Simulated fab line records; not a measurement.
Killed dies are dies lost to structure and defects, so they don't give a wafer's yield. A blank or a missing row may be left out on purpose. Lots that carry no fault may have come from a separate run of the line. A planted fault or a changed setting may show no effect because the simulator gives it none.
Which tool is to blame? / flow berkeley_cmos170 / Sampling: 14 lots, 42 wafers, 4 of 331 route steps

## WHAT THE GAUGES READ, wafer by wafer
UCB170_PWELL_OVL_MEAS_13.
lot=L941; measured=day 4 00:24; on=overlay-01; PWELL_OVL (nm)=-4 2 -4
lot=L943; measured=day 4 15:35; on=overlay-02; PWELL_OVL (nm)=-2 2 1
lot=L942; measured=day 4 15:51; on=overlay-01; PWELL_OVL (nm)=-2 -4 -8
lot=L946; measured=day 5 05:26; on=overlay-01; PWELL_OVL (nm)=1 0 4
lot=L945; measured=day 5 05:48; on=overlay-02; PWELL_OVL (nm)=3 -7 -3
lot=L944; measured=day 5 05:52; on=overlay-01; PWELL_OVL (nm)=2 0 -2
lot=L950; measured=day 5 17:13; on=overlay-01; PWELL_OVL (nm)=1 0 -5
lot=L952; measured=day 6 06:36; on=overlay-01; PWELL_OVL (nm)=-5 -12 -9
lot=L954; measured=day 6 19:30; on=overlay-02; PWELL_OVL (nm)=3 6 1
lot=L958; measured=day 6 19:43; on=overlay-02; PWELL_OVL (nm)=-4 5 -1
lot=L957; measured=day 6 20:36; on=overlay-01; PWELL_OVL (nm)=-6 -10 -12
lot=L960; measured=day 7 09:43; on=overlay-02; PWELL_OVL (nm)=-7 -5 -1
lot=L962; measured=day 7 21:43; on=overlay-01; PWELL_OVL (nm)=3 -4 -2
lot=L964; measured=day 8 02:54; on=overlay-01; PWELL_OVL (nm)=-3 -1 -1

UCB170_PFIELD_TW_MEAS_09.
lot=L941; measured=day 5 17:38; on=film_metro-03; PFIELD_TW=594 597 594
lot=L943; measured=day 6 04:07; on=film_metro-03; PFIELD_TW=601 601 603
lot=L942; measured=day 6 04:29; on=film_metro-03; PFIELD_TW=599 598 600
lot=L946; measured=day 6 20:47; on=film_metro-02; PFIELD_TW=594 595 595
lot=L945; measured=day 6 21:10; on=film_metro-03; PFIELD_TW=600 601 602
lot=L944; measured=day 6 20:31; on=film_metro-03; PFIELD_TW=599 601 599
lot=L950; measured=day 7 09:37; on=film_metro-02; PFIELD_TW=593 593 590
lot=L952; measured=day 7 20:56; on=film_metro-03; PFIELD_TW=601 597 597
lot=L954; measured=day 8 09:31; on=film_metro-01; PFIELD_TW=606 604 603
lot=L958; measured=day 8 08:58; on=film_metro-01; PFIELD_TW=606 604 607
lot=L957; measured=day 8 09:15; on=film_metro-03; PFIELD_TW=597 598 596
lot=L960; measured=day 9 01:42; on=film_metro-02; PFIELD_TW=593 595 597
lot=L962; measured=day 9 12:17; on=film_metro-01; PFIELD_TW=608 609 601
lot=L964; measured=day 9 23:29; on=film_metro-01; PFIELD_TW=605 608 606

UCB170_M3_THK_MEAS_03: measures by xrf.
lot=L941; measured=day 9 14:10; on=film_metro-04; M3_AL_THK (nm)=890 878 912
lot=L943; measured=day 10 04:22; on=film_metro-03; M3_AL_THK (nm)=889 905 884
lot=L942; measured=day 10 02:17; on=film_metro-04; M3_AL_THK (nm)=899 894 904
lot=L946; measured=day 10 17:01; on=film_metro-01; M3_AL_THK (nm)=904 905 912
lot=L945; measured=day 10 15:57; on=film_metro-01; M3_AL_THK (nm)=895 888 899
lot=L944; measured=day 10 16:19; on=film_metro-04; M3_AL_THK (nm)=907 916 896
lot=L950; measured=day 11 07:38; on=film_metro-01; M3_AL_THK (nm)=907 905 902
lot=L952; measured=day 11 23:35; on=film_metro-01; M3_AL_THK (nm)=905 902 906
lot=L954; measured=day 12 11:37; on=film_metro-04; M3_AL_THK (nm)=907 891 890
lot=L958; measured=day 12 14:28; on=film_metro-04; M3_AL_THK (nm)=903 908 901
lot=L957; measured=day 12 13:55; on=film_metro-03; M3_AL_THK (nm)=893 898 898
lot=L960; measured=day 13 00:22; on=film_metro-04; M3_AL_THK (nm)=885 896 886
lot=L962; measured=day 13 10:07; on=film_metro-04; M3_AL_THK (nm)=893 896 892
lot=L964; measured=day 13 19:58; on=film_metro-01; M3_AL_THK (nm)=923 909 915

## TOOL THAT RAN EACH LOT (tool first, then ch and the chambers of the sampled wafers, then the start)
lot=L941; UCB170_M1_METAL_ETCH_12=rie_metal-01 ch 1, day 9 03:48
lot=L943; UCB170_M1_METAL_ETCH_12=rie_metal-04 ch 0,1, day 9 14:52
lot=L942; UCB170_M1_METAL_ETCH_12=rie_metal-01 ch 1, day 9 13:44
lot=L946; UCB170_M1_METAL_ETCH_12=rie_metal-04 ch 0,1, day 10 04:47
lot=L945; UCB170_M1_METAL_ETCH_12=rie_metal-03 ch 0,1, day 10 04:31
lot=L944; UCB170_M1_METAL_ETCH_12=rie_metal-01 ch 0,1, day 10 04:44
lot=L950; UCB170_M1_METAL_ETCH_12=rie_metal-01 ch 0,1, day 10 19:07
lot=L952; UCB170_M1_METAL_ETCH_12=rie_metal-01 ch 0,1, day 11 12:49
lot=L954; UCB170_M1_METAL_ETCH_12=rie_metal-01 ch 0,1, day 11 23:31
lot=L958; UCB170_M1_METAL_ETCH_12=rie_metal-04 ch 0,1, day 12 01:02
lot=L957; UCB170_M1_METAL_ETCH_12=rie_metal-03 ch 0,1, day 12 00:46
lot=L960; UCB170_M1_METAL_ETCH_12=rie_metal-04 ch 0, day 12 12:11
lot=L962; UCB170_M1_METAL_ETCH_12=rie_metal-03 ch 0,1, day 12 23:13
lot=L964; UCB170_M1_METAL_ETCH_12=rie_metal-03 ch 0,1, day 13 07:58
- UCB170_M1_METAL_ETCH_12: etches Al in Cl2/BCl3, stops on PSG, target depth 780 nm, time 130 s.

## WHAT THE TOOLS THEMSELVES READ (means of the sampled wafers that have a number; where no wafer has one, the mark that the record gives instead)
UCB170_M1_METAL_ETCH_12.
lot=L941; tool=rie_metal-01; bias_w (W)=120.1; drypump_motor_current_A (A)=5.7; oes_product_au (a.u.)=0.834; throttle_valve_pct (%)=24.98
lot=L943; tool=rie_metal-04; bias_w (W)=120.3; drypump_motor_current_A (A)=6.2; oes_product_au (a.u.)=0.838; throttle_valve_pct (%)=24.50
lot=L942; tool=rie_metal-01; bias_w (W)=120.1; drypump_motor_current_A (A)=5.7; oes_product_au (a.u.)=0.830; throttle_valve_pct (%)=24.98
lot=L946; tool=rie_metal-04; bias_w (W)=120.0; drypump_motor_current_A (A)=5.7; oes_product_au (a.u.)=0.845; throttle_valve_pct (%)=24.40
lot=L945; tool=rie_metal-03; bias_w (W)=119.9; drypump_motor_current_A (A)=5.4; oes_product_au (a.u.)=0.854; throttle_valve_pct (%)=24.55
lot=L944; tool=rie_metal-01; bias_w (W)=119.9; drypump_motor_current_A (A)=5.9; oes_product_au (a.u.)=0.841; throttle_valve_pct (%)=24.76
lot=L950; tool=rie_metal-01; bias_w (W)=120.1; drypump_motor_current_A (A)=6.0; oes_product_au (a.u.)=0.837; throttle_valve_pct (%)=24.56
lot=L952; tool=rie_metal-01; bias_w (W)=147.7; drypump_motor_current_A (A)=5.9; oes_product_au (a.u.)=0.847; throttle_valve_pct (%)=24.76
lot=L954; tool=rie_metal-01; bias_w (W)=134.3; drypump_motor_current_A (A)=6.1; oes_product_au (a.u.)=0.842; throttle_valve_pct (%)=24.56
lot=L958; tool=rie_metal-04; bias_w (W)=119.9; drypump_motor_current_A (A)=6.2; oes_product_au (a.u.)=0.835; throttle_valve_pct (%)=24.51
lot=L957; tool=rie_metal-03; bias_w (W)=120.1; drypump_motor_current_A (A)=5.4; oes_product_au (a.u.)=0.864; throttle_valve_pct (%)=24.55
lot=L960; tool=rie_metal-04; bias_w (W)=119.7; drypump_motor_current_A (A)=5.2; oes_product_au (a.u.)=0.852; throttle_valve_pct (%)=24.30
lot=L962; tool=rie_metal-03; bias_w (W)=119.8; drypump_motor_current_A (A)=5.4; oes_product_au (a.u.)=0.860; throttle_valve_pct (%)=24.55
lot=L964; tool=rie_metal-03; bias_w (W)=119.9; drypump_motor_current_A (A)=5.5; oes_product_au (a.u.)=0.849; throttle_valve_pct (%)=24.54

## THE ANSWER, worked out from the rows above alone
Rule: the usual values come from the lots themselves. Put in order of their means at a reading, lots are off if they are a third of the lots or fewer, leave a main group of 4 or more, and stand apart from it by a gap of 3 or more times the standard deviation of the main group's means; of several such gaps the widest counts. A main group is skipped when, at the precision printed for the reading in the tables above, its means are all equal. Also off: a lot with no number at a reading for which 4 or more lots have one. Any other lot the step has rows for is counted as sound. The gauges are gone through in route order, then the tools' own readings, and for those a lot's mean is taken as printed above. At the first step where some lot is off, the reading lying furthest off is the one used; lots without a number count as furthest.
Off at UCB170_M1_METAL_ETCH_12 (bias_w): L952, L954. For the main group the mean is 120.0 W and the standard deviation 0.16.
A tool fits if, at that step or a process step before it, it ran every lot that is off, and no sound lot after the first of them. One fits: rie_metal-01 at UCB170_M1_METAL_ETCH_12. A fault onset in the window from L950 (day 10 19:07, its last sound lot) to L952 (day 11 12:49, its first lot off) fits.
The tool's own readings at UCB170_M1_METAL_ETCH_12 bear it out: on the lots that are off they differ by more than 5 times the standard deviation of the sound lots' means. bias_w reads 141.0 W there against 120.0 W on the sound lots.

## WHAT HAD BEEN PUT IN BY THE SIMULATOR
rie_metal-01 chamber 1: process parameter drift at UCB170_M1_METAL_ETCH_12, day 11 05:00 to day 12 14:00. From 120, the setting bias_w moved by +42. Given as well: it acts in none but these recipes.
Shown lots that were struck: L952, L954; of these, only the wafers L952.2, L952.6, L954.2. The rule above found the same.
